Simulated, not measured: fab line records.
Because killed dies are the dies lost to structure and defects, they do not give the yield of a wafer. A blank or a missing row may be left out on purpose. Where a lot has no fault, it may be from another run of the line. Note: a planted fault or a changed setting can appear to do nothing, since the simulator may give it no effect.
fab line records / flow rit-cmos
[record] lots = 14 wafers = 42 last-day = 7
route steps=202 shown GATE@77 M1@202
lots that met no fault: taken from a fault-free run of the same line
start-h: hours from the record's first day to the start of the lot's first wafer shown / wait-h: how many hours have passed since the lot's step before this one / " repeats the value in the row above / L1.1+2: one row covering several wafers at once / - no value, or no start given / * or withheld: withheld / < > ~ a bound
route shown NAME@n: NAME is a module with steps in the file, n the number in the route of the first one / usual: mean/standard deviation of fault-free wafers / same: alike in all rows / chamber/n: place in a boat / sites: each site's reading / _std_site: their standard deviation / _edge_site: outer sites' mean less inner sites' / radius-mm: for every site, how far away it sits from the centre of the wafer / mask NAME#n: copy n / behind: the last tool/chamber to shape the wafer / hold: why the lot was held/for how many hours/how that ended / device: transistor that didn't switch, given as n, p or np / end of line: the route-end tests of the same wafers / step lacking rows: just its recipe / killed: count of dies lost to structure and defects at first sort (not the wafer's yield) / map: a wafer's dies, marking killed ones x, the rest . and places with no die _
set.NAME: the run value of the setting; set.NAME@STEP: its run value at that earlier step / model.NAME: the simulator's own value behind a step, which no gauge read
the route's steps for a sample of lots (tables are steps, rows are wafers)
[[steps]]
[step RIT_GATE_CLEAN_02]
[recipe] chemistry = dHF dilution = 50:1 time-s = 30.81
lot.wafer=L348.1+2+6 tool=wet-bench-04 chamber=1 start-h=39.18 wait-h=0.0
lot.wafer=L349.1+2+3 tool=wet-bench-01 chamber=2 start-h=43.36 wait-h=0.0
lot.wafer=L350.1+4+5 tool=wet-bench-01 chamber=1 start-h=48.57 wait-h=0.0
lot.wafer=L351.2+4+6 tool=wet-bench-04 chamber=3 start-h=53.86 wait-h=0.0
lot.wafer=L352.2+3+4 tool=wet-bench-01 chamber=2 start-h=60.08 wait-h=0.0
lot.wafer=L353.1+2+3 tool=wet-bench-04 chamber=2 start-h=65.70 wait-h=0.0
lot.wafer=L354.1+3+4 tool=wet-bench-04 chamber=3 start-h=67.93 wait-h=0.0
lot.wafer=L355.1+2+4 tool=wet-bench-04 chamber=3 start-h=73.19 wait-h=0.0
lot.wafer=L356.3+5+6 tool=wet-bench-02 chamber=1 start-h=78.47 wait-h=0.0
lot.wafer=L357.1+3+5 tool=wet-bench-01 chamber=3 start-h=83.87 wait-h=0.0
lot.wafer=L359.2+3+5 tool=wet-bench-04 chamber=1 start-h=96.46 wait-h=0.0
lot.wafer=L362.1+5+6 tool=wet-bench-04 chamber=1 start-h=110.72 wait-h=0.0
lot.wafer=L368.1+5+6 tool=wet-bench-02 chamber=0 start-h=139.81 wait-h=0.0
lot.wafer=L369.2+4+6 tool=wet-bench-01 chamber=3 start-h=145.06 wait-h=0.0
[step RIT_M1_PROBE_99]
[usual] killed-at-contacts = 0.0/0.22 killed-at-front-end = 7/3.3 killed-dies = 7/3.3 killed-on-rim = 1.9/1.4 killed-open = 3.3/1.9 killed-short = 3.6/2.1
[same] gross-dies = 264 killed_at_M0_to_M3 = 0 killed_at_M4_up = 0 killed-at-back-side = 0 killed-at-other = 0
lot.wafer=L359.2 tool=prober-01 chamber=- start-h=124.09 wait-h=0.1 killed-at-contacts=0 killed-at-front-end=24 killed-dies=24 killed-on-rim=10 killed-open=6 killed-short=6
lot.wafer=L359.3 tool=prober-01 chamber=- start-h=124.14 wait-h=0.2 killed-at-contacts=0 killed-at-front-end=17 killed-dies=17 killed-on-rim=8 killed-open=2 killed-short=2
lot.wafer=L359.5 tool=prober-01 chamber=- start-h=124.24 wait-h=0.2 killed-at-contacts=0 killed-at-front-end=20 killed-dies=20 killed-on-rim=11 killed-open=2 killed-short=2
lot.wafer=L362.1 tool=prober-02 chamber=- start-h=139.01 wait-h=0.1 killed-at-contacts=0 killed-at-front-end=21 killed-dies=21 killed-on-rim=11 killed-open=3 killed-short=4
lot.wafer=L362.5 tool=prober-02 chamber=- start-h=139.21 wait-h=0.2 killed-at-contacts=0 killed-at-front-end=21 killed-dies=21 killed-on-rim=9 killed-open=1 killed-short=6
lot.wafer=L362.6 tool=prober-02 chamber=- start-h=139.26 wait-h=0.2 killed-at-contacts=0 killed-at-front-end=21 killed-dies=21 killed-on-rim=9 killed-open=2 killed-short=7
// killed by level:class
L359.2 GATE:unspecified=12 GATE:geometric-particle:short=3 GATE:geometric-particle:open=3 SPACER:geometric-particle:open=2 SPACER:geometric-particle:short=2 REOX:geometric-particle:short=1 REOX:geometric-particle:open=1
L359.3 GATE:unspecified=13 FOX1:geometric-particle:open=1 GATE:geometric-particle:short=1 SILICIDE:geometric-particle:short=1 SILICIDE:geometric-particle:open=1
L359.5 GATE:unspecified=16 FOX1:geometric-particle:open=2 FOX1:geometric-particle:short=1 SILICIDE:geometric-particle:short=1
L362.1 GATE:unspecified=14 GATE:geometric-particle:open=2 SILICIDE:geometric-particle:short=2 FOX1:geometric-particle:short=1 FOX1:geometric-particle:open=1 GATE:geometric-particle:short=1
L362.5 GATE:unspecified=14 GATE:geometric-particle:short=2 FOX1:geometric-particle:short=1 FOX2:geometric-particle:short=1 GATE:geometric-particle:open=1 SPACER:geometric-particle:short=1 SILICIDE:geometric-particle:short=1
L362.6 GATE:unspecified=12 FOX1:geometric-particle:short=4 GATE:geometric-particle:short=2 SPACER:geometric-particle:open=2 SPACER:geometric-particle:short=1
[[key]]
[first-sign] step = RIT_M1_PROBE_99 reading = killed-at-front-end direction = up sigmas = 4.2 usual = 7 struck = 21
[effect] step = RIT_M1_PROBE_99 reading = killed-dies direction = up sigmas = 4.2 usual = 7 struck = 21
met-at RIT_GATE_CLEAN_02
struck-lots L359,L362
tester-left-out L359,L362
onset-between 73.19 96.46
[fault] kind = chamber-particle-source tool = wet-bench-04 chamber = - onset-h = 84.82 steps = RIT_GATE_CLEAN_02 rate-per-visit-cm2 = 0.65689 end-h = 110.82
// tester-left-out: of these lots the tester's yield and bins aren't shown, on N5 and GAA mostly nor the transistor test; their killed dies are dies lost to structure and defects alone, not to doping, threshold or leakage, so they don't give the yield
